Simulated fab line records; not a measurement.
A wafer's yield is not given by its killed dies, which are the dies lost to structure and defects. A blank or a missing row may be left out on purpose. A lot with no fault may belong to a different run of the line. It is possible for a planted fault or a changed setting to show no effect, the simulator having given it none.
Which tool did it?	flow ritCmos	18 wafers from 6 lots sampled at 2 of the route's 202 steps

## WHAT THE GAUGES SHOWED, per wafer
RIT_GATE_THK_MEAS_09.
lot	measured	on	GATE_POLY_THK (nm)
L216	day 3 05:27	filmMetro-04	253.2 250.9 252.6
L218	day 3 09:43	filmMetro-01	252.1 251.4 250.7
L224	day 4 14:13	filmMetro-03	251.9 250.9 251.5
L228	day 5 10:21	filmMetro-01	250.5 250.6 251.5
L232	day 6 07:28	filmMetro-01	251.0 251.0 252.9
L234	day 6 15:10	filmMetro-01	251.7 253.2 253.7

## WHAT TOOL EACH LOT RAN ON (gives the tool, then ch and the chambers of the sampled wafers, and finally the start)
lot	RIT_GATE_CVD_08
L216	lpcvd-02 ch 1, day 3 03:02
L218	lpcvd-01 ch 0, day 3 07:16
L224	lpcvd-02 ch 0, day 4 12:35
L228	lpcvd-01 ch 1, day 5 08:43
L232	lpcvd-01 ch 1, day 6 05:51
L234	lpcvd-01 ch 1, day 6 13:32
- RIT_GATE_CVD_08: deposits poly-Si from SiH4, target thk 250 nm, time 2220 s.

## THE ANSWER, worked out from the rows above alone
Rule: what is usual is taken from the lots themselves. Put in order of their means at a reading, lots are off if they are a third of the lots or fewer, leave a main group of 4 or more, and stand apart from it by a gap of 3 or more times the standard deviation of the main group's means; of several such gaps the widest counts. The tables above print the reading to a certain number of digits; a main group whose means all agree to those digits is not used. A lot without any number at a reading at which 4 lots or more have one is off too. The other lots that the step has rows for count as sound.
Across all readings shown, no lot is off: no conclusion can be drawn from this.

## WHAT THE SIMULATOR HAD INSERTED
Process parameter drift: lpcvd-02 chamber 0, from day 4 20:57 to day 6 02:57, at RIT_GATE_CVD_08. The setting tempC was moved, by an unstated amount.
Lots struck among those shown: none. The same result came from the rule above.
